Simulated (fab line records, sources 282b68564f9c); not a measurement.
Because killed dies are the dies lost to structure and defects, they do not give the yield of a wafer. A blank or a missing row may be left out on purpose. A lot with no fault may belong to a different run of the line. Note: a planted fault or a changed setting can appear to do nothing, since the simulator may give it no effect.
fab line records	flow ritCmos
record: lots: 6	wafers: 18	lastDay: 7
route steps=202 shown CONTACT@176 M1@184
lots with no fault: from the same line, run without faults
startH: start of the lot's first displayed wafer, in hours after the record's first day	waitH: hours elapsed since this lot's preceding step	" the same as in the row above	L1.1+2: a single row standing in for several wafers	- either no value or no given start	* or withheld: withheld	< > ~ a bound
route shown NAME@n: a module of which the file shows steps, and the number in the route of the first	usual: the fault-free wafers' mean and standard deviation	same: alike in all rows	chamber/n: place in a boat	sites: per-site readings	_std_site: how widely they spread, as a standard deviation	_edge_site: inner sites' mean taken away from outer sites' mean	radiusMm: for every site, how far away it sits from the centre of the wafer	mask NAME#n: copy n	behind: tool/chamber where the wafer was last shaped	hold: what put the lot on hold/how long, in hours/how the hold closed	device: the n, p or np transistor that did not switch	end of line: tests of these same wafers at the route's end	for a step that has no rows: nothing shown but its recipe	killed: dies that structure and defects cost at the first sort, which is not the same as the wafer's yield	map: a wafer's dies, marking killed ones x, the rest . and places with no die _
set.NAME: the setting that was run; set.NAME@STEP: the one run at that earlier step	model.NAME: the simulator's own value behind a step, which no gauge read
lots seen at some steps along the route; tables by step, rows by wafer
services: a tool's chamber out of use, with start hour (startH, from the record's first day; less than 0 if before it), hours out, and reason
== steps ==
step: RIT_CONTACT_CD_MEAS_08
recipe: targetCdNm: 1000
usual: cdNm: 999.7/2.4
lot.wafer	tool	chamber	startH	waitH	cdNm
L152.1	cdSem-02	-	92.85	-	1002.8
L152.3	"	-	"	"	1002.5
L152.4	"	-	"	"	1002.0
L153.1	cdSem-02	-	96.36	-	999.6
L153.2	"	-	"	"	1000.0
L153.3	"	-	"	"	999.1
L159.2	cdSem-02	-	127.49	-	997.9
L159.3	"	-	"	"	996.5
L159.5	"	-	"	"	998.3
L161.2	cdSem-02	-	137.70	-	997.9
L161.3	"	-	"	"	997.5
L161.6	"	-	"	"	996.8
L163.1	cdSem-01	-	145.17	-	999.0
L163.2	"	-	"	"	996.2
L163.6	"	-	"	"	999.5
L165.3	cdSem-01	-	157.49	-	999.4
L165.4	"	-	"	"	998.1
L165.6	"	-	"	"	1000.1
step: RIT_CONTACT_OVL_MEAS_09
usual: CONTACT_OVL: 0.2/1.3
lot.wafer	tool	chamber	startH	waitH	CONTACT_OVL[nm]
L152.1	overlay-02	-	92.97	0.1	-1.2
L152.3	"	-	"	"	-2.3
L152.4	"	-	"	"	-0.1
L153.1	overlay-01	-	96.48	0.1	1.5
L153.2	"	-	"	"	-1.4
L153.3	"	-	"	"	-1.1
L159.2	overlay-01	-	127.60	0.1	1.5
L159.3	"	-	"	"	-0.3
L159.5	"	-	"	"	0.2
L161.2	overlay-02	-	137.80	0.1	-0.3
L161.3	"	-	"	"	-0.4
L161.6	"	-	"	"	-1.5
L163.1	overlay-02	-	145.29	0.1	-0.7
L163.2	"	-	"	"	1.1
L163.6	"	-	"	"	0.1
L165.3	overlay-01	-	157.58	0.1	2.1
L165.4	"	-	"	"	-0.8
L165.6	"	-	"	"	-0.3
step: RIT_CONTACT_HARDBAKE_10
recipe: resist: NOVOLAK	tempC: 140	timeS: 60
step: RIT_CONTACT_ETCH_11
recipe: targetDepthA: 4800	overEtchFrac: 0.2	stopOn: TiSi2	chemistry: CHF3/CF4/Ar	target: SiO2	CHF3_flow_sccm: 50	cf4FlowSccm: 10	Ar_flow_sccm: 100	O2_flow_sccm: 5	pressureMtorr: 100	rfW: 200	timeS: 320
usual: cf4FlowSccm: 10.00/0.032	chamberPressureMTorr: 100.00/0.076	drypumpMotorCurrentA: 5.8/0.41	oesProductAu: 0.991/0.02	rfFwdPowerW: 199.5/0.7	throttleValvePct: 8.82/0.081
lot.wafer	tool	chamber	startH	waitH	cf4FlowSccm	chamberPressureMTorr	drypumpMotorCurrentA	oesProductAu	rfFwdPowerW	rfHoursCounterH	throttleValvePct
L152.1	rieDiel-03	0	93.15	0.1	9.95	100.10	5.6	1.014	200.4	5	8.82
L152.3	"	3	"	"	9.99	99.97	4.8	0.986	200.1	70	8.83
L152.4	"	3	"	"	9.99	99.91	4.9	0.989	200.2	-	8.84
L153.1	rieDiel-02	1	96.67	0.1	10.00	99.97	5.6	0.983	199.8	136	9.00
L153.2	"	3	"	"	9.97	100.10	5.7	0.983	199.1	132	8.70
L153.3	"	2	"	"	9.98	100.00	5.6	0.996	198.8	4	8.81
L159.2	rieDiel-04	2	127.78	0.1	10.04	100.01	6.3	0.971	200.5	136	8.67
L159.3	"	1	"	"	10.06	99.98	6.2	1.003	199.3	73	8.71
L159.5	"	2	"	"	10.00	99.89	6.3	0.969	199.5	-	8.66
L161.2	rieDiel-03	0	137.98	0.1	9.96	99.92	5.6	1.019	200.0	6	8.82
L161.3	"	3	"	"	9.99	99.90	4.8	0.990	199.6	71	8.84
L161.6	"	0	"	"	10.02	99.91	5.6	1.009	200.0	-	8.83
L163.1	rieDiel-04	2	145.48	0.1	10.02	99.98	6.2	0.974	200.1	137	8.68
L163.2	"	0	"	"	9.91	100.02	6.2	1.020	199.7	131	8.81
L163.6	"	1	"	"	10.01	99.95	6.2	1.009	199.2	-	8.73
L165.3	rieDiel-04	0	157.75	0.1	9.99	99.97	6.2	1.022	198.5	132	8.80
L165.4	"	3	"	"	9.99	99.89	5.7	0.971	199.8	31	8.93
L165.6	"	3	"	"	10.01	99.93	5.8	0.981	199.2	-	8.95
step: RIT_CONTACT_STRIP_12
recipe: chemistry: O2	timeS: 180	resist: NOVOLAK	platenTempC: withheld	powerW: 500	pressureMtorr: 4000	o2FlowSccm: 4000
usual: chamberPressureMTorr: 4000/3.5	drypumpMotorCurrentA: 5.9/0.37
lot.wafer	tool	chamber	startH	waitH	chamberPressureMTorr	drypumpMotorCurrentA	rfHoursCounterH
L152.1	plasmaAsher-03	0	93.35	0.1	3997	6.4	47
L152.3	"	0	"	"	4004	6.4	-
L152.4	"	1	"	"	4000	5.7	-
L153.1	plasmaAsher-03	0	96.86	0.1	4003	6.4	47
L153.2	"	1	"	"	4000	5.7	47
L153.3	"	1	"	"	4003	5.7	-
L159.2	plasmaAsher-04	1	127.98	0.1	3999	6.4	1
L159.3	"	1	"	"	4002	6.4	-
L159.5	"	1	"	"	4002	6.4	-
L161.2	plasmaAsher-03	0	138.18	0.1	4004	6.4	52
L161.3	"	0	"	"	4002	6.4	-
L161.6	"	1	"	"	4000	5.7	-
L163.1	plasmaAsher-04	1	145.67	0.1	4003	6.4	3
L163.2	"	0	"	"	3994	5.6	3
L163.6	"	0	"	"	4001	5.6	-
L165.3	plasmaAsher-04	0	158.00	0.2	4001	5.6	-
L165.4	"	1	"	"	4005	6.4	-
L165.6	"	1	"	"	4007	6.4	-
step: RIT_CONTACT_CD_MEAS_90
recipe: targetCdNm: 1000
usual: cdNm: 999.9/2.5
lot.wafer	tool	chamber	startH	waitH	cdNm
L152.1	cdSem-01	-	93.52	0.1	1003.3
L152.3	"	-	"	"	1002.7
L152.4	"	-	"	"	1002.3
L153.1	cdSem-01	-	97.04	0.1	999.9
L153.2	"	-	"	"	999.8
L153.3	"	-	"	"	999.0
L159.2	cdSem-02	-	128.17	0.1	998.5
L159.3	"	-	"	"	996.0
L159.5	"	-	"	"	998.7
L161.2	cdSem-01	-	138.37	0.1	998.1
L161.3	"	-	"	"	997.5
L161.6	"	-	"	"	996.4
L163.1	cdSem-01	-	145.85	0.1	999.2
L163.2	"	-	"	"	995.9
L163.6	"	-	"	"	999.7
L165.3	cdSem-01	-	158.16	0.1	999.5
L165.4	"	-	"	"	997.7
L165.6	"	-	"	"	999.6
step: RIT_CONTACT_CLEAN_13
recipe: chemistry: SC1	mix: 3:3:50	timeS: 600	tempC: 75
step: RIT_CONTACT_CLEAN_14
recipe: chemistry: SC2	mix: 3:3:50	timeS: 600	tempC: 75	dry: n2Spin
step: RIT_M1_SPUTTER_00
recipe: material: Al	targetThkNm: 400	powerW: 2000	chamberPressurePa: 0.4	gas: Ar	timeS: 500	substrateTempC: 25
usual: cathodeDcPowerW: 2000.0/0.37	throttleValvePct: 30.5/1.4
lot.wafer	tool	chamber	startH	waitH	cathodeDcPowerW	throttleValvePct
L152.1	pvdSputter-01	-	94.01	0.0	1999.9	30.4
L152.3	"	-	"	"	2000.3	27.6
L152.4	"	-	"	"	2000.5	30.8
L153.1	pvdSputter-02	-	97.51	0.0	2000.1	33.4
L153.2	"	-	"	"	1999.2	31.4
L153.3	"	-	"	"	2000.4	29.2
L159.2	pvdSputter-02	-	128.62	0.0	2000.4	30.1
L159.3	"	-	"	"	2000.2	31.5
L159.5	"	-	"	"	2000.0	33.0
L161.2	pvdSputter-02	-	138.84	0.0	1999.8	29.5
L161.3	"	-	"	"	2000.1	30.1
L161.6	"	-	"	"	2000.5	31.3
L163.1	pvdSputter-01	-	146.32	0.0	1999.9	29.7
L163.2	"	-	"	"	1999.6	30.3
L163.6	"	-	"	"	1999.8	29.7
L165.3	pvdSputter-02	-	158.78	0.0	2000.3	31.3
L165.4	"	-	"	"	1999.5	29.9
L165.6	"	-	"	"	2000.2	30.2
step: RIT_M1_RS_MEAS_01
recipe: thkMeasGauge: four-point-probe	reads: Al_of_M1_SPUTTER_00
usual: M1_AL_RS: 0.0731/0.0011
lot.wafer	tool	chamber	startH	waitH	M1_AL_RS[ohm/sq]
L152.1	filmMetro-01	-	94.30	0.1	0.0732
L152.3	"	-	"	"	0.0736
L152.4	"	-	"	"	0.0726
L153.1	filmMetro-04	-	97.80	0.1	0.0737
L153.2	"	-	"	"	0.0715
L153.3	"	-	"	"	0.0731
L159.2	filmMetro-01	-	128.93	0.2	0.0735
L159.3	"	-	"	"	0.0727
L159.5	"	-	"	"	0.0742
L161.2	filmMetro-01	-	139.15	0.2	0.0733
L161.3	"	-	"	"	0.0735
L161.6	"	-	"	"	0.0714
L163.1	filmMetro-01	-	146.61	0.1	0.0742
L163.2	"	-	"	"	0.0740
L163.6	"	-	"	"	0.0739
L165.3	filmMetro-01	-	159.12	0.2	0.0710
L165.4	"	-	"	"	0.0723
L165.6	"	-	"	"	0.0726
step: RIT_M1_THK_MEAS_02
recipe: thkMeasGauge: xrf	reads: Al_of_M1_SPUTTER_00
usual: M1_AL_THK: 398/6.6
lot.wafer	tool	chamber	startH	waitH	M1_AL_THK[nm]
L152.1	filmMetro-01	-	94.42	0.1	399
L152.3	"	-	"	"	397
L152.4	"	-	"	"	398
L153.1	filmMetro-04	-	97.92	0.1	398
L153.2	"	-	"	"	407
L153.3	"	-	"	"	398
L159.2	filmMetro-01	-	129.04	0.1	395
L159.3	"	-	"	"	401
L159.5	"	-	"	"	390
L161.2	filmMetro-01	-	139.26	0.1	397
L161.3	"	-	"	"	393
L161.6	"	-	"	"	407
L163.1	filmMetro-01	-	146.73	0.1	395
L163.2	"	-	"	"	396
L163.6	"	-	"	"	397
L165.3	filmMetro-01	-	159.22	0.1	413
L165.4	"	-	"	"	403
L165.6	"	-	"	"	401
step: RIT_M1_HMDS_03
recipe: primeTimeS: 60	primeTempC: 140
step: RIT_M1_COAT_04
recipe: resist: NOVOLAK	spinRpm: 2000	resistThkNm: 1325
usual: spinSpeedRpm: 2000.0/1.6
lot.wafer	tool	chamber	startH	waitH	spinSpeedRpm	model.NOVOLAK_of_M1_COAT_04.thkNm
L152.1	lithoTrack-04	0	94.63	0.1	1995.5	1322
L152.3	"	0	"	"	1999.1	1326
L152.4	"	0	"	"	1998.8	1323
L153.1	lithoTrack-03	0	98.13	0.1	2001.8	1322
L153.2	"	0	"	"	1999.8	1327
L153.3	"	0	"	"	1998.5	1326
L159.2	lithoTrack-03	0	129.27	0.1	2053.3	1311
L159.3	"	0	"	"	2052.2	1309
L159.5	"	0	"	"	2050.4	1310
L161.2	lithoTrack-03	0	139.49	0.1	2053.6	1306
L161.3	"	0	"	"	2052.2	1304
L161.6	"	0	"	"	2052.3	1307
L163.1	lithoTrack-01	0	146.94	0.1	1999.2	1322
L163.2	"	0	"	"	1998.7	1320
L163.6	"	0	"	"	2000.8	1323
L165.3	lithoTrack-04	0	159.46	0.1	1997.4	1319
L165.4	"	0	"	"	2001.9	1324
L165.6	"	0	"	"	2001.0	1321
step: RIT_M1_SOFTBAKE_05
recipe: resist: NOVOLAK	tempC: 90	timeS: 60
step: RIT_M1_EXPOSE_06
recipe: maskId: M12	na: 0.6	sourceShape: conventional	sigmaOuter: 0.5	targetCdNm: 2600	doseMj: 250
step: RIT_M1_PEB_07
recipe: resist: NOVOLAK	tempC: withheld	timeS: withheld
step: RIT_M1_DEVELOP_08
recipe: resist: NOVOLAK	developTimeS: 68	devTempC: 23
step: RIT_M1_CD_MEAS_09
recipe: targetCdNm: 2600
usual: cdNm: 2600.3/2.2
lot.wafer	tool	chamber	startH	waitH	cdNm
L152.1	cdSem-01	-	95.36	-	2601.1
L152.3	"	-	"	"	2600.4
L152.4	"	-	"	"	2601.0
L153.1	cdSem-02	-	98.99	-	2601.7
L153.2	"	-	"	"	2604.0
L153.3	"	-	"	"	2603.2
L159.2	cdSem-01	-	130.12	-	2599.5
L159.3	"	-	"	"	2595.6
L159.5	"	-	"	"	2597.3
L161.2	cdSem-02	-	140.21	-	2596.6
L161.3	"	-	"	"	2598.8
L161.6	"	-	"	"	2596.5
L163.1	cdSem-02	-	147.80	-	2602.3
L163.2	"	-	"	"	2603.8
L163.6	"	-	"	"	2604.5
L165.3	cdSem-02	-	160.30	-	2600.9
L165.4	"	-	"	"	2598.3
L165.6	"	-	"	"	2598.9
step: RIT_M1_OVL_MEAS_10
usual: M1_OVL: 0.7/1.2
lot.wafer	tool	chamber	startH	waitH	M1_OVL[nm]
L152.1	overlay-01	-	95.48	0.1	3.5
L152.3	"	-	"	"	3.0
L152.4	"	-	"	"	2.8
L153.1	overlay-01	-	99.11	0.1	0.4
L153.2	"	-	"	"	1.6
L153.3	"	-	"	"	1.8
L159.2	overlay-01	-	130.23	0.1	0.2
L159.3	"	-	"	"	1.1
L159.5	"	-	"	"	-1.0
L161.2	overlay-02	-	140.32	0.1	0.5
L161.3	"	-	"	"	0.4
L161.6	"	-	"	"	0.1
L163.1	overlay-02	-	147.92	0.1	0.4
L163.2	"	-	"	"	0.3
L163.6	"	-	"	"	1.3
L165.3	overlay-02	-	160.39	0.1	-2.0
L165.4	"	-	"	"	0.2
L165.6	"	-	"	"	0.3
step: RIT_M1_HARDBAKE_11
recipe: resist: NOVOLAK	tempC: 140	timeS: 120
step: RIT_M1_METAL_ETCH_12
recipe: stopOn: SiO2	chemistry: Cl2/BCl3	target: Al	timeS: 165	overEtchFrac: 0.5	pressureMtorr: 100	targetDepthA: 6000	rfW: 250	Cl2_flow_sccm: 60	bcl3FlowSccm: 50
usual: chamberPressureMTorr: 100.01/0.1	drypumpMotorCurrentA: 5.5/0.34	heBacksideLeakSccm: 3.4/0.34	oesProductAu: 0.776/0.015	rfFwdPowerW: 249.1/0.81	throttleValvePct: 8.34/0.17
lot.wafer	tool	chamber	startH	waitH	chamberPressureMTorr	drypumpMotorCurrentA	heBacksideLeakSccm	oesProductAu	rfFwdPowerW	rfHoursCounterH	throttleValvePct	model.NOVOLAK_of_M1_COAT_04.thkNm
L152.1	rieMetal-02	1	95.77	0.2	100.12	5.1	3.4	0.766	248.0	4	8.19	831.8
L152.3	"	0	"	"	99.94	5.6	3.2	0.763	247.6	-	8.23	821.4
L152.4	"	1	"	"	99.94	5.1	3.3	0.766	250.0	-	8.21	826.6
L153.1	rieMetal-04	0	99.39	0.2	99.96	5.9	3.7	0.786	248.7	37	8.16	827.3
L153.2	"	1	"	"	100.00	5.8	3.1	0.769	248.2	35	8.29	839.6
L153.3	"	0	"	"	99.89	5.9	3.6	0.786	249.6	-	8.15	829.5
L159.2	rieMetal-04	0	130.51	0.2	100.07	6.0	3.6	0.789	247.9	38	8.15	809
L159.3	"	0	"	"	99.87	6.0	3.6	0.798	248.9	-	8.15	808.1
L159.5	"	0	"	"	100.10	6.0	3.6	0.783	249.2	-	8.15	811.8
L161.2	rieMetal-02	0	140.63	0.2	99.96	5.7	3.2	0.774	248.9	5	8.22	797.7
L161.3	"	1	"	"	100.07	5.1	3.3	0.752	250.0	-	8.18	816.1
L161.6	"	0	"	"	100.04	5.7	3.2	0.776	249.2	-	8.24	800.6
L163.1	rieMetal-02	0	148.20	0.2	99.89	5.7	3.3	0.763	248.6	5	8.23	812.1
L163.2	"	1	"	"	99.99	5.1	3.4	0.757	249.5	5	8.19	827.8
L163.6	"	1	"	"	100.09	5.1	3.3	0.757	250.1	-	8.18	829.7
L165.3	rieMetal-04	0	160.74	0.2	100.03	5.9	3.4	0.790	248.3	-	8.13	816.7
L165.4	"	1	"	"	100.14	5.8	3.0	0.770	249.1	-	8.29	849.2
L165.6	"	0	"	"	99.88	5.9	3.5	0.777	248.1	-	8.14	814.3
step: RIT_M1_STRIP_13
recipe: chemistry: nmp	resist: NOVOLAK	tempC: 80	timeS: 616.9	dry: n2Spin
step: RIT_M1_PROBE_99
usual: defectLimitedYield: 97.6/1.1	killedAtContacts: 0.1/0.25	killedAtFrontEnd: 6.3/2.9	killedDies: 6.4/2.8	killedOnRim: 1.7/1.4	killedOpen: 3.3/2	killedShort: 3.1/2	sort_bin_3_pad_short: 0.1/0.2	sort_bin_5_function: 1.4/0.75	sort_bin_6_memory: 0.9/0.59	sortNPass: 257.6/2.8	sortYieldPct: 97.6/1.1
same: grossDies: 264	killed_at_M0_to_M3: 0	killed_at_M4_up: 0	killedAtBackSide: 0	killedAtOther: 0
lot.wafer	tool	chamber	startH	waitH	defectLimitedYield[%]	killedAtContacts	killedAtFrontEnd	killedDies	killedOnRim	killedOpen	killedShort	sort_bin_3_pad_short[%]	sort_bin_5_function[%]	sort_bin_6_memory[%]	sortNPass	sortYieldPct[%]
L152.1	prober-02	-	98.02	0.1	98.1	0	5	5	1	1	4	0.8	1.1	0	259.0	98.1
L152.3	prober-02	-	98.12	0.2	95.8	0	11	11	4	3	8	0	3.0	1.1	253.0	95.8
L152.4	prober-02	-	98.17	0.2	97.7	0	6	6	2	1	5	0	1.5	0.8	258.0	97.7
L153.1	prober-01	-	101.65	0.1	96.6	0	9	9	1	3	6	0.4	2.3	0.8	255.0	96.6
L153.2	prober-01	-	101.70	0.1	97.7	0	6	6	1	3	3	0	1.5	0.8	258.0	97.7
L153.3	prober-01	-	101.75	0.2	96.6	0	9	9	2	2	7	0.8	2.3	0.4	255.0	96.6
L159.2	prober-02	-	132.81	0.1	97.3	0	7	7	2	5	2	0.8	1.5	0.4	257.0	97.3
L159.3	prober-02	-	132.86	0.2	99.6	0	1	1	0	1	0	0	0.4	0	263.0	99.6
L159.5	prober-02	-	132.96	0.2	95.5	0	12	12	2	8	4	0	2.7	1.9	252.0	95.5
L161.2	prober-02	-	142.95	0.1	97.7	0	6	6	0	5	1	0	1.5	0.8	258.0	97.7
L161.3	prober-02	-	143.00	0.2	97.7	0	6	6	1	4	2	0.4	0.8	1.1	258.0	97.7
L161.6	prober-02	-	143.15	0.2	95.8	0	11	11	1	6	5	0.4	2.3	1.5	253.0	95.8
L163.1	prober-02	-	150.47	0.1	96.2	0	10	10	3	7	3	0	1.9	1.9	254.0	96.2
L163.2	prober-02	-	150.52	0.1	97.7	1	5	6	3	2	4	0	1.9	0.4	258.0	97.7
L163.6	prober-02	-	150.72	0.2	95.5	0	12	12	4	7	5	0	4.2	0.4	252.0	95.5
L165.3	prober-02	-	163.15	0.2	98.5	0	4	4	1	2	2	0	1.1	0.4	260.0	98.5
L165.4	prober-02	-	163.20	0.2	98.1	0	5	5	0	3	2	0	1.1	0.8	259.0	98.1
L165.6	prober-02	-	163.30	0.2	98.5	0	4	4	2	4	0	0	1.5	0	260.0	98.5
killed by level:class
L152.1 FOX1:geometricParticle:short=2 GATE:geometricParticle:short=2 GATE:geometricParticle:open=1
L152.3 SPACER:geometricParticle:short=4 FOX1:geometricParticle:short=2 SPACER:geometricParticle:open=2 FOX1:geometricParticle:open=1 GATE:geometricParticle:short=1 SILICIDE:geometricParticle:short=1
L152.4 GATE:geometricParticle:short=5 GATE:geometricParticle:open=1
L153.1 SPACER:geometricParticle:short=3 FOX1:geometricParticle:short=2 GATE:geometricParticle:open=2 FOX1:geometricParticle:open=1 GATE:geometricParticle:short=1
L153.2 GATE:geometricParticle:short=2 GATE:geometricParticle:open=2 SPACER:geometricParticle:short=1 SPACER:geometricParticle:open=1
L153.3 SPACER:geometricParticle:short=3 GATE:geometricParticle:short=2 FOX2:geometricParticle:short=1 SPACER:geometricParticle:open=1 SILICIDE:geometricParticle:short=1 SILICIDE:geometricParticle:open=1
L159.2 GATE:geometricParticle:open=3 FOX1:geometricParticle:open=1 FOX1:geometricParticle:short=1 FOX2:geometricParticle:short=1 SILICIDE:geometricParticle:open=1
L159.3 FOX1:geometricParticle:open=1
L159.5 GATE:geometricParticle:short=3 GATE:geometricParticle:open=3 FOX2:geometricParticle:open=2 FOX1:geometricParticle:open=1 FOX1:geometricParticle:short=1 REOX:geometricParticle:open=1 SILICIDE:geometricParticle:open=1
L161.2 GATE:geometricParticle:open=2 SILICIDE:geometricParticle:open=2 GATE:geometricParticle:short=1 REOX:geometricParticle:open=1
L161.3 GATE:geometricParticle:open=2 REOX:geometricParticle:open=1 REOX:geometricParticle:short=1 SPACER:geometricParticle:short=1 SILICIDE:geometricParticle:open=1
L161.6 FOX1:geometricParticle:open=3 GATE:geometricParticle:open=2 GATE:geometricParticle:short=2 FOX1:geometricParticle:short=1 REOX:geometricParticle:short=1 SPACER:geometricParticle:short=1 SPACER:geometricParticle:open=1
L163.1 GATE:geometricParticle:open=4 GATE:geometricParticle:short=2 FOX1:geometricParticle:short=1 FOX1:geometricParticle:open=1 REOX:geometricParticle:open=1 SPACER:geometricParticle:open=1
L163.2 SILICIDE:geometricParticle:short=2 FOX1:geometricParticle:short=1 REOX:geometricParticle:short=1 REOX:geometricParticle:open=1 CONTACT:geometricParticle:open=1
L163.6 GATE:geometricParticle:short=4 GATE:geometricParticle:open=4 FOX1:geometricParticle:short=1 FOX2:geometricParticle:open=1 SPACER:geometricParticle:open=1 SILICIDE:geometricParticle:open=1
L165.3 FOX1:geometricParticle:short=1 FOX2:geometricParticle:short=1 REOX:geometricParticle:open=1 SILICIDE:geometricParticle:open=1
L165.4 GATE:geometricParticle:open=2 GATE:geometricParticle:short=2 REOX:geometricParticle:open=1
L165.6 FOX1:geometricParticle:open=1 FOX2:geometricParticle:open=1 GATE:geometricParticle:open=1 SPACER:geometricParticle:open=1
== services ==
tool	chamber	startH	hours	kind
rieDiel-03	1	81.72	18.8	repair
rieDiel-02	0	86.29	11.5	repair
pvdSputter-02	-	92.19	3.7	repair
rieDiel-03	-	97.19	2.8	pm
rieMetal-04	-	101.68	1.4	pm
rieDiel-03	2	107.50	12.0	repair
rieDiel-02	-	108.33	0.2	repair
plasmaAsher-04	-	108.75	9.0	pm
plasmaAsher-04	0	108.75	9.0	ventCycle
plasmaAsher-04	1	108.75	9.0	ventCycle
plasmaAsher-04	0	117.75	-	clean
plasmaAsher-04	1	117.75	-	clean
pvdSputter-02	-	120.33	3.4	repair
rieMetal-02	-	133.19	0.9	repair
rieMetal-04	-	136.12	20.0	pm
rieMetal-04	0	136.12	20.0	ventCycle
rieMetal-04	1	136.12	20.0	ventCycle
rieMetal-02	1	144.10	2.5	repair
rieMetal-04	0	156.12	-	clean
rieMetal-04	1	156.12	-	clean
== key ==
firstSign: step: RIT_M1_COAT_04	reading: spinSpeedRpm	direction: up	sigmas: 32	usual: 2000.0	struck: 2052.3
effect none on later readings
modelEffect: step: RIT_M1_COAT_04	value: NOVOLAK_of_M1_COAT_04.thkNm	without: 1325	struck: 1308
modelEffect: step: RIT_M1_METAL_ETCH_12	value: NOVOLAK_of_M1_COAT_04.thkNm	without: 821.7	struck: 807.2
metAt RIT_M1_COAT_04
struckWafers L159.2,L159.3,L159.5,L161.2,L161.3,L161.6
onsetBetween 98.13 129.27
fault: kind: processParameterDrift	tool: lithoTrack-03	chamber: -	onsetH: 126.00	steps: RIT_M1_COAT_04	channel: spinRpm	offset: 51.841	shape: step	endH: 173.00	actsIn: theseRecipesOnly	stated: 2000
